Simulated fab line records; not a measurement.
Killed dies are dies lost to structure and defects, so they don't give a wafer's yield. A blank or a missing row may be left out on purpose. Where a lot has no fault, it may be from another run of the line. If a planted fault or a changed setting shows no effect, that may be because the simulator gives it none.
Which tool did it? || flow berkeley cmos170 || Sampling: 14 lots, 42 wafers, 4 of 331 route steps

WHAT THE GAUGES READ, wafer by wafer
UCB170_NWELL_OVL_MEAS_12. Usual: NWELL_OVL -3 nm, standard deviation 6.9.
{"lot": "L251", "measured": "day 2 11:24", "on": "overlay-01", "NWELL_OVL (nm)": "-3 1 0", "flag": ""}
{"lot": "L254", "measured": "day 3 00:33", "on": "overlay-01", "NWELL_OVL (nm)": "-2 -5 2", "flag": ""}
{"lot": "L253", "measured": "day 3 00:42", "on": "overlay-01", "NWELL_OVL (nm)": "9 10 -2", "flag": ""}
{"lot": "L252", "measured": "day 3 00:43", "on": "overlay-02", "NWELL_OVL (nm)": "2 -6 -7", "flag": ""}
{"lot": "L256", "measured": "day 3 15:38", "on": "overlay-02", "NWELL_OVL (nm)": "3 1 -6", "flag": ""}
{"lot": "L257", "measured": "day 3 23:57", "on": "overlay-02", "NWELL_OVL (nm)": "11 13 13", "flag": ""}
{"lot": "L259", "measured": "day 4 07:40", "on": "overlay-02", "NWELL_OVL (nm)": "3 7 10", "flag": ""}
{"lot": "L261", "measured": "day 4 15:51", "on": "overlay-01", "NWELL_OVL (nm)": "-7 -1 -11", "flag": ""}
{"lot": "L265", "measured": "day 5 07:11", "on": "overlay-01", "NWELL_OVL (nm)": "-8 -10 -10", "flag": ""}
{"lot": "L267", "measured": "day 5 15:04", "on": "overlay-01", "NWELL_OVL (nm)": "1 -3 3", "flag": ""}
{"lot": "L269", "measured": "day 6 04:01", "on": "overlay-01", "NWELL_OVL (nm)": "5 6 6", "flag": ""}
{"lot": "L270", "measured": "day 6 13:09", "on": "overlay-01", "NWELL_OVL (nm)": "9 -1 6", "flag": ""}
{"lot": "L274", "measured": "day 7 02:42", "on": "overlay-01", "NWELL_OVL (nm)": "-3 -9 -5", "flag": ""}
{"lot": "L273", "measured": "day 7 02:44", "on": "overlay-02", "NWELL_OVL (nm)": "-8 -4 -9", "flag": ""}

UCB170_PWELL_THK_MEAS_03. Usual: PWELL_OXIDE_THK 26.4 nm, standard deviation 0.38.
{"lot": "L251", "measured": "day 2 22:33", "on": "film metro-01", "PWELL_OXIDE_THK (nm)": "27.1 27.2 26.9", "flag": ""}
{"lot": "L254", "measured": "day 3 15:37", "on": "film metro-02", "PWELL_OXIDE_THK (nm)": "26.4 26.6 26.4", "flag": ""}
{"lot": "L253", "measured": "day 3 10:02", "on": "film metro-02", "PWELL_OXIDE_THK (nm)": "25.8 25.8 26.4", "flag": ""}
{"lot": "L252", "measured": "day 3 10:05", "on": "film metro-01", "PWELL_OXIDE_THK (nm)": "27.1 26.9 27.0", "flag": ""}
{"lot": "L256", "measured": "day 3 23:45", "on": "film metro-01", "PWELL_OXIDE_THK (nm)": "26.1 26.1 25.7", "flag": ""}
{"lot": "L257", "measured": "day 4 16:33", "on": "film metro-01", "PWELL_OXIDE_THK (nm)": "26.5 26.1 26.7", "flag": ""}
{"lot": "L259", "measured": "day 4 16:32", "on": "film metro-03", "PWELL_OXIDE_THK (nm)": "26.3 26.5 26.0", "flag": ""}
{"lot": "L261", "measured": "day 5 01:38", "on": "film metro-01", "PWELL_OXIDE_THK (nm)": "26.3 25.8 26.2", "flag": ""}
{"lot": "L265", "measured": "day 5 21:00", "on": "film metro-03", "PWELL_OXIDE_THK (nm)": "26.7 26.5 26.9", "flag": ""}
{"lot": "L267", "measured": "day 6 02:46", "on": "film metro-03", "PWELL_OXIDE_THK (nm)": "26.2 26.0 25.9", "flag": ""}
{"lot": "L269", "measured": "day 6 17:02", "on": "film metro-01", "PWELL_OXIDE_THK (nm)": "26.1 26.4 26.4", "flag": ""}
{"lot": "L270", "measured": "day 7 00:56", "on": "film metro-03", "PWELL_OXIDE_THK (nm)": "26.5 26.1 26.7", "flag": ""}
{"lot": "L274", "measured": "day 7 13:15", "on": "film metro-01", "PWELL_OXIDE_THK (nm)": "26.2 26.7 26.4", "flag": ""}
{"lot": "L273", "measured": "day 7 13:12", "on": "film metro-02", "PWELL_OXIDE_THK (nm)": "26.4 26.6 26.6", "flag": ""}

UCB170_PFIELD_TW_MEAS_09. Usual: PFIELD_TW 600, standard deviation 6.7.
{"lot": "L251", "measured": "day 4 18:33", "on": "film metro-04", "PFIELD_TW": "609 601 604", "flag": ""}
{"lot": "L254", "measured": "day 5 08:29", "on": "film metro-01", "PFIELD_TW": "612 610 608", "flag": ""}
{"lot": "L253", "measured": "day 5 08:56", "on": "film metro-04", "PFIELD_TW": "597 596 602", "flag": ""}
{"lot": "L252", "measured": "day 5 08:13", "on": "film metro-02", "PFIELD_TW": "597 599 596", "flag": ""}
{"lot": "L256", "measured": "day 5 15:49", "on": "film metro-02", "PFIELD_TW": "605 597 601", "flag": ""}
{"lot": "L257", "measured": "day 6 14:26", "on": "film metro-01", "PFIELD_TW": "610 610 613", "flag": ""}
{"lot": "L259", "measured": "day 6 14:33", "on": "film metro-02", "PFIELD_TW": "591 591 593", "flag": ""}
{"lot": "L261", "measured": "day 6 22:27", "on": "film metro-02", "PFIELD_TW": "690 691 689", "flag": "OFF"}
{"lot": "L265", "measured": "day 7 11:43", "on": "film metro-02", "PFIELD_TW": "688 687 688", "flag": "OFF"}
{"lot": "L267", "measured": "day 8 05:43", "on": "film metro-01", "PFIELD_TW": "607 609 607", "flag": ""}
{"lot": "L269", "measured": "day 8 11:14", "on": "film metro-02", "PFIELD_TW": "592 592 592", "flag": ""}
{"lot": "L270", "measured": "day 8 21:47", "on": "film metro-01", "PFIELD_TW": "609 611 609", "flag": ""}
{"lot": "L274", "measured": "day 9 09:04", "on": "film metro-04", "PFIELD_TW": "602 603 600", "flag": ""}
{"lot": "L273", "measured": "day 9 07:13", "on": "film metro-02", "PFIELD_TW": "592 593 592", "flag": ""}

TOOL THAT RAN EACH LOT (tool first, then ch and the chambers of the sampled wafers, then the start)
{"lot": "L251", "UCB170_PFIELD_IMPLANT_07": "implanter-01 ch 0, day 4 18:18"}
{"lot": "L254", "UCB170_PFIELD_IMPLANT_07": "implanter-01 ch 0, day 5 08:16"}
{"lot": "L253", "UCB170_PFIELD_IMPLANT_07": "implanter-02 ch 0, day 5 08:42"}
{"lot": "L252", "UCB170_PFIELD_IMPLANT_07": "implanter-03 ch 0, day 5 08:01"}
{"lot": "L256", "UCB170_PFIELD_IMPLANT_07": "implanter-02 ch 0, day 5 15:34"}
{"lot": "L257", "UCB170_PFIELD_IMPLANT_07": "implanter-02 ch 0, day 6 14:13"}
{"lot": "L259", "UCB170_PFIELD_IMPLANT_07": "implanter-01 ch 0, day 6 14:19"}
{"lot": "L261", "UCB170_PFIELD_IMPLANT_07": "implanter-02 ch 0, day 6 22:12"}
{"lot": "L265", "UCB170_PFIELD_IMPLANT_07": "implanter-02 ch 0, day 7 11:28"}
{"lot": "L267", "UCB170_PFIELD_IMPLANT_07": "implanter-03 ch 0, day 8 05:28"}
{"lot": "L269", "UCB170_PFIELD_IMPLANT_07": "implanter-03 ch 0, day 8 10:59"}
{"lot": "L270", "UCB170_PFIELD_IMPLANT_07": "implanter-03 ch 0, day 8 21:34"}
{"lot": "L274", "UCB170_PFIELD_IMPLANT_07": "implanter-03 ch 0, day 9 08:50"}
{"lot": "L273", "UCB170_PFIELD_IMPLANT_07": "implanter-03 ch 0, day 9 07:00"}
- UCB170_PFIELD_IMPLANT_07

WHAT THE TOOLS THEMSELVES READ (means of the sampled wafers that have a number; where no wafer has one, the mark that the record gives instead)
UCB170_PFIELD_IMPLANT_07. Usual: dose ions cm2 2.0002e+13, standard deviation 2.2e+10; faraday current uA 63.7, standard deviation 1.3.
{"lot": "L251", "tool": "implanter-01", "dose ions cm2": 2.0028e+13, "faraday current uA": 62.4, "flag": ""}
{"lot": "L254", "tool": "implanter-01", "dose ions cm2": 1.9999e+13, "faraday current uA": 63.6, "flag": ""}
{"lot": "L253", "tool": "implanter-02", "dose ions cm2": 1.9994e+13, "faraday current uA": 64.8, "flag": ""}
{"lot": "L252", "tool": "implanter-03", "dose ions cm2": 2.0028e+13, "faraday current uA": 63.4, "flag": ""}
{"lot": "L256", "tool": "implanter-02", "dose ions cm2": 1.9962e+13, "faraday current uA": 64.2, "flag": ""}
{"lot": "L257", "tool": "implanter-02", "dose ions cm2": 2.0003e+13, "faraday current uA": 65.4, "flag": ""}
{"lot": "L259", "tool": "implanter-01", "dose ions cm2": 1.9998e+13, "faraday current uA": 63.9, "flag": ""}
{"lot": "L261", "tool": "implanter-02", "dose ions cm2": 3.1991e+13, "faraday current uA": 100.1, "flag": "OFF"}
{"lot": "L265", "tool": "implanter-02", "dose ions cm2": 3.2015e+13, "faraday current uA": 98.9, "flag": "OFF"}
{"lot": "L267", "tool": "implanter-03", "dose ions cm2": 2.0043e+13, "faraday current uA": 64.6, "flag": ""}
{"lot": "L269", "tool": "implanter-03", "dose ions cm2": 2.0032e+13, "faraday current uA": 64.0, "flag": ""}
{"lot": "L270", "tool": "implanter-03", "dose ions cm2": 2.0002e+13, "faraday current uA": 63.6, "flag": ""}
{"lot": "L274", "tool": "implanter-03", "dose ions cm2": 1.9997e+13, "faraday current uA": 63.8, "flag": ""}
{"lot": "L273", "tool": "implanter-03", "dose ions cm2": 2.0009e+13, "faraday current uA": 62.8, "flag": ""}

THE ANSWER, worked out from the rows above alone
Rule: a lot counts as off when the mean over its wafers that have a number is more than 3 standard deviations away from the usual mean. Also off: a lot with no number at a reading for which 4 or more lots have one. All remaining lots with rows at the step are treated as sound. The gauges are gone through in route order, then the tools' own readings, and for those a lot's mean is taken as printed above. The first step at which some lot is off is used, and at that step the reading that is off furthest; a lot without a number counts as furthest.
Off: L261, L265, at UCB170_PFIELD_TW_MEAS_09 (PFIELD_TW).
A tool fits if, at a process step before that reading, it ran every lot that is off, and no sound lot after the first of them. The gauges at UCB170_PFIELD_TW_MEAS_09 aren't tried: what is off there is off at UCB170_PFIELD_IMPLANT_07 too, on other tools, and a gauge's error can't cause that. One fits: implanter-02 at UCB170_PFIELD_IMPLANT_07. A fault onset in the window from L257 (day 6 14:13, its last sound lot) to L261 (day 6 22:12, its first lot off) fits.
The tool's own readings at UCB170_PFIELD_IMPLANT_07 bear it out: on the lots that are off they differ by more than 5 times the standard deviation of the sound lots' means. dose ions cm2 reads 3.2003e+13 there against 2.0008e+13 on the sound lots; faraday current uA reads 99.5 there against 63.9 on the sound lots.

WHAT THE SIMULATOR HAD PUT IN
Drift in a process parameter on implanter-02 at UCB170_PFIELD_IMPLANT_07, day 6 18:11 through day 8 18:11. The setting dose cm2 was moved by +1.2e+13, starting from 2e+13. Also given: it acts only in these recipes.
Shown lots that were struck: L261, L265. The rule above reached the same finding.
